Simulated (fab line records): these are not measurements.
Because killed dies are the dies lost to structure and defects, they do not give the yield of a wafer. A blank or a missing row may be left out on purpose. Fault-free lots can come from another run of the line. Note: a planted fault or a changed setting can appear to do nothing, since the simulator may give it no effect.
A struck lot beside a sound one	flow rit_cmos	21 out of 202 route steps
Sound: the wafers L637.4, L637.5, L637.6. Wafers struck: L647.2, L647.4, L647.5. Last of all comes the cause.
Order at every step that has rows: each side's tool, ch and its chambers, its first start. Under that, the readings that differ: sound wafers	struck wafers	difference of the means	sigmas: that difference in standard deviations of wafers without a fault.
alike: readings with means less than 2 such deviations apart, plus words and numbers identical on both sides. not compared: withheld readings, readings lacking a value on some wafer, bounds such as >300 that could conceal the same value, and numbers that have no deviation in the record and whose values overlap.
Wherever a step has rows on one side only, a row that says differs or no value, or a row with sigmas, the two part there. Numbers that have no deviation but don't overlap get no sigmas and don't part them. A reading that every wafer of one side lacks parts them only if that side has two wafers or more.

first, 1 step without rows for these wafers: RIT_CONTACT_HARDBAKE_10 (time 60 s).
RIT_CONTACT_ETCH_11: etches SiO2 in CHF3/CF4/Ar, stops on TiSi2, target depth 480 nm, time 320 s.
  sound on rie_diel-03 ch 0,2,3, day 5 03:43; struck on rie_diel-03 ch 0,2,3, day 6 22:19
  alike: CHF3_flow_sccm, O2_flow_sccm, drypump_motor_current_A, oes_product_au, throttle_valve_pct
  not compared: rf_hours_counter_h
RIT_CONTACT_STRIP_12: strips in O2, time 180 s.
  sound on plasma_asher-01 ch 0,1, day 5 03:58; struck on plasma_asher-03 ch 0,1, day 6 22:31
  alike: drypump_motor_current_A
  not compared: rf_hours_counter_h
RIT_CONTACT_CD_MEAS_90 targets a cd of 1000 nm.
  sound on cd_sem-02, day 5 04:08; struck on cd_sem-02, day 6 22:43
  alike: cd_nm
then, 2 steps without rows for these wafers: RIT_CONTACT_CLEAN_13 (cleans in SC1, time 600 s); RIT_CONTACT_CLEAN_14 (cleans in SC2, time 600 s).
RIT_M1_SPUTTER_00: material Al, target thk 400 nm, time 500 s.
  sound on pvd_sputter-02, day 5 04:35; struck on pvd_sputter-01, day 6 23:21
  alike: cathode_dc_power_W, chamber_pressure_pa, throttle_valve_pct
RIT_M1_RS_MEAS_01: the measuring method here is four-point-probe.
  sound on film_metro-03, day 5 04:56; struck on film_metro-04, day 6 23:40
  alike: M1_AL_RS
RIT_M1_THK_MEAS_02: measures by xrf.
  sound on film_metro-03, day 5 05:01; struck on film_metro-04, day 6 23:46
  alike: M1_AL_THK
then, 3 steps without rows for these wafers: RIT_M1_HMDS_03 (prime time 60 s); RIT_M1_COAT_04 (resist thk 1300 nm); RIT_M1_SOFTBAKE_05 (time 60 s).
RIT_M1_EXPOSE_06: exposes mask M12, target cd 2600 nm.
  sound on iline_stepper-02 ch 0, day 5 05:44; struck on iline_stepper-01 ch 0, day 7 00:25
reading	sound	struck	difference	sigmas
exposure_dose_mJ_cm2	249.45 249.80 250.07	233.54 233.22 233.52	-16.35	-65
  alike: mask
then, 2 steps without rows for these wafers: RIT_M1_PEB_07; RIT_M1_DEVELOP_08 (develop time 68 s).
RIT_M1_CD_MEAS_09 targets a cd of 2600 nm.
  sound on cd_sem-02, day 5 06:10; struck on cd_sem-02, day 7 00:51
reading	sound	struck	difference	sigmas
cd_nm (nm)	2603.2 2602.9 2604.3	2622.6 2620.6 2620.3	+17.7	+8
RIT_M1_OVL_MEAS_10:
  sound on overlay-02, day 5 06:15; struck on overlay-02, day 7 00:57
  alike: M1_OVL
then, 1 step without rows for these wafers: RIT_M1_HARDBAKE_11 (time 120 s).
RIT_M1_METAL_ETCH_12: etches Al in Cl2/BCl3, stops on SiO2, time 165 s, target depth 600 nm.
  sound on rie_metal-04 ch 0,1, day 5 06:34; struck on rie_metal-04 ch 0,1, day 7 01:14
reading	sound	struck	difference	sigmas
model.M1.cd_nm (nm)	2599 2603 2601	2619 2620 2617	+18	
  alike: drypump_motor_current_A, he_backside_leak_sccm, oes_product_au, throttle_valve_pct
  not compared: rf_hours_counter_h
then, 1 step without rows for these wafers: RIT_M1_STRIP_13 (strips in nmp, time 600 s).
RIT_M1_PROBE_99:
  sound on prober-02, day 5 08:55; struck on prober-02, day 7 03:36
reading	sound	struck	difference	sigmas
model.etest.m1.width_nm (nm)	2598 2609 2602	2620 2625 2614	+17	
  alike: defect_limited_yield, killed_at_contacts, killed_at_front_end, killed_dies, killed_open, killed_short, sort_bin_3_pad_short, sort_bin_5_function, sort_bin_6_memory, sort_n_pass, sort_yield_pct

## WHERE THEY PART
At RIT_M1_EXPOSE_06 first; at RIT_M1_CD_MEAS_09 last (within this record only). Later steps at which nothing parts them and some readings are alike: RIT_M1_OVL_MEAS_10, RIT_M1_METAL_ETCH_12, RIT_M1_PROBE_99.

WHY: what the simulator had put in
Process parameter drift: iline_stepper-01, from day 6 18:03 on, at RIT_M1_EXPOSE_06. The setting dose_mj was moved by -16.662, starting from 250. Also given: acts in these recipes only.
